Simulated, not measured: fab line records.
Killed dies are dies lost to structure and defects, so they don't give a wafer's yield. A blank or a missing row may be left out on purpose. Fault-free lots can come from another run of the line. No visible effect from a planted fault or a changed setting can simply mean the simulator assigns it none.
Comparing a struck lot with a sound one | flow rit_cmos | 43 steps out of a route of 202
Sound: these wafers, L463.2, L463.3, L463.4. The struck wafers were L476.1, L476.5, L476.6. The cause is named last.
At each step with rows: each side's tool, then ch and its chambers, then its first start. Under that, the readings that differ: sound wafers | struck wafers | difference of the means | sigmas: that difference in standard deviations of wafers without a fault.
alike: words and numbers the same on both sides, and readings whose means are apart by under 2 such deviations; not compared: readings that were withheld, readings missing a value for some wafer, numbers with overlapping values and no deviation given by the record, and bounds like >300 which may hide the same value.
The two part at a step that has a row with sigmas, a row that says differs or no value, or rows on one side only. When numbers do not overlap yet have no deviation, they are printed without sigmas and do not part them. A reading that every wafer of one side lacks parts them only if that side has two wafers or more.

first, 4 steps without rows for these wafers: RIT_PLDD_SOFTBAKE_02 (time 60 s); RIT_PLDD_EXPOSE_03 (exposes mask M8, target cd 40900 nm); RIT_PLDD_PEB_04; RIT_PLDD_DEVELOP_05 (develop time 50 s).
RIT_PLDD_OVL_MEAS_06:
  sound on overlay-01, day 3 02:19; struck on overlay-02, day 5 23:02
  alike: PLDD_OVL
then, 2 steps without rows for these wafers: RIT_PLDD_HARDBAKE_07 (time 60 s); RIT_PLDD_IMPLANT_08.
RIT_PLDD_STRIP_09: strips in O2, time 180 s.
  sound on plasma_asher-03 ch 0,1, day 3 02:39; struck on plasma_asher-01 ch 0,1, day 5 23:22
  alike: drypump_motor_current_A
  not compared: rf_hours_counter_h
RIT_PLDD_TW_MEAS_10:
  sound on film_metro-03, day 3 02:50; struck on film_metro-04, day 5 23:32
  alike: PLDD_TW
then, 3 steps without rows for these wafers: RIT_SPACER_CLEAN_00 (cleans in SC1, time 600 s); RIT_SPACER_CLEAN_01 (cleans in dHF, time 30 s); RIT_SPACER_CLEAN_02 (cleans in SC2, time 600 s).
RIT_SPACER_CVD_03: deposits Si3N4 from SiH2Cl2/NH3, target thk 250 nm, time 3300 s.
  sound on lpcvd-01 ch 0, day 3 03:17; struck on lpcvd-01 ch 1, day 6 00:00
  reading                                  | sound             | struck            | difference | sigmas
  model.Si3N4_of_SPACER_CVD_03.thk_nm (nm) | 251.7 251.2 253.5 | 191.4 189.6 189.1 | -62.1      |
  alike: nh3_flow_sccm, spike_tc_centre_C, susceptor_temp_C
RIT_SPACER_THK_MEAS_04:
  sound on film_metro-03, day 3 05:13; struck on film_metro-04, day 6 01:55
  reading                 | sound             | struck            | difference | sigmas
  SPACER_NITRIDE_THK (nm) | 251.7 251.4 253.6 | 191.4 189.5 189.1 | -62.2      | -23
RIT_SPACER_ETCHBACK_05: etches Si3N4 in SF6/CHF3, stops on SiO2, target depth 250 nm, time 240 s.
  sound on rie_diel-02 ch 0,2,3, day 3 05:16; struck on rie_diel-01 ch 0,1,2, day 6 01:59
  reading                  | sound             | struck            | difference | sigmas
  oes_product_au (a.u.)    | 0.844 0.836 0.884 | 0.709 0.691 0.718 | -0.149     | -11
  model.etch.depth_nm (nm) | 251.7 251.2 253.5 | 191.4 189.6 189.1 | -62.1      |
  alike: drypump_motor_current_A, throttle_valve_pct
  not compared: rf_hours_counter_h
then, 6 steps without rows for these wafers: RIT_NSD_HMDS_00 (prime time 60 s); RIT_NSD_COAT_01 (resist thk 1000 nm); RIT_NSD_SOFTBAKE_02 (time 60 s); RIT_NSD_EXPOSE_03 (exposes mask M9, target cd 40700 nm); RIT_NSD_PEB_04; RIT_NSD_DEVELOP_05 (develop time 50 s).
RIT_NSD_OVL_MEAS_06:
  sound on overlay-01, day 3 06:24; struck on overlay-01, day 6 02:59
  alike: NSD_OVL
then, 2 steps without rows for these wafers: RIT_NSD_HARDBAKE_07 (time 60 s); RIT_NSD_IMPLANT_08.
RIT_NSD_STRIP_09: strips in O2, time 180 s.
  sound on plasma_asher-02 ch 0,1, day 3 06:44; struck on plasma_asher-02 ch 0,1, day 6 03:19
  alike: drypump_motor_current_A
  not compared: rf_hours_counter_h
RIT_NSD_TW_MEAS_10:
  sound on film_metro-04, day 3 06:55; struck on film_metro-04, day 6 03:29
  reading | sound          | struck         | difference | sigmas
  NSD_TW  | 3070 3064 3064 | 3107 3094 3119 | +41        | +2
then, 6 steps without rows for these wafers: RIT_PSD_HMDS_00 (prime time 60 s); RIT_PSD_COAT_01 (resist thk 1000 nm); RIT_PSD_SOFTBAKE_02 (time 60 s); RIT_PSD_EXPOSE_03 (exposes mask M10, target cd 40900 nm); RIT_PSD_PEB_04; RIT_PSD_DEVELOP_05 (develop time 50 s).
RIT_PSD_OVL_MEAS_06:
  sound on overlay-01, day 3 07:58; struck on overlay-02, day 6 04:31
  alike: PSD_OVL
then, 2 steps without rows for these wafers: RIT_PSD_HARDBAKE_07 (time 60 s); RIT_PSD_IMPLANT_08.
RIT_PSD_STRIP_09: strips in O2, time 180 s.
  sound on plasma_asher-02 ch 0,1, day 3 08:17; struck on plasma_asher-04 ch 0,1, day 6 04:52
  alike: drypump_motor_current_A
  not compared: rf_hours_counter_h
RIT_PSD_TW_MEAS_10:
  sound on film_metro-03, day 3 08:28; struck on film_metro-04, day 6 05:02
  alike: PSD_TW
then, 3 steps without rows for these wafers: RIT_SDANNEAL_CLEAN_00 (cleans in SC1, time 600 s); RIT_SDANNEAL_CLEAN_01 (cleans in dHF, time 30 s); RIT_SDANNEAL_CLEAN_02 (cleans in SC2, time 600 s).
RIT_SDANNEAL_RTA_03: time 5.174 s.
  sound on rtp_anneal-02 ch 0, day 3 08:54; struck on rtp_anneal-02 ch 0, day 6 05:29
  alike: wafer_temp_C_max
RIT_SDANNEAL_RS_MEAS_04: measurement is done with a four-point probe.
  sound on film_metro-03, day 3 08:58; struck on film_metro-03, day 6 05:32
  alike: PSD_RS
RIT_SILICIDE_WET_ETCH_00: etches SiO2 in BOE, target depth 14 nm, time 15 s.
  sound on wet_bench-04 ch 1, day 3 09:26; struck on wet_bench-03 ch 0, day 6 06:01
  reading                                  | sound         | struck        | difference | sigmas
  model.Si3N4_of_SPACER_CVD_03.thk_nm (nm) | 196.2 195 197 | 148.7 147 147 | -48.5      |

## WHERE THEY PART
Last at RIT_NSD_TW_MEAS_10 as far as this record goes, first at RIT_SPACER_THK_MEAS_04. Later steps at which nothing parts them and some readings are alike: RIT_PSD_OVL_MEAS_06, RIT_PSD_STRIP_09, RIT_PSD_TW_MEAS_10, RIT_SDANNEAL_RTA_03, RIT_SDANNEAL_RS_MEAS_04.

WHY: the cause the simulator had injected
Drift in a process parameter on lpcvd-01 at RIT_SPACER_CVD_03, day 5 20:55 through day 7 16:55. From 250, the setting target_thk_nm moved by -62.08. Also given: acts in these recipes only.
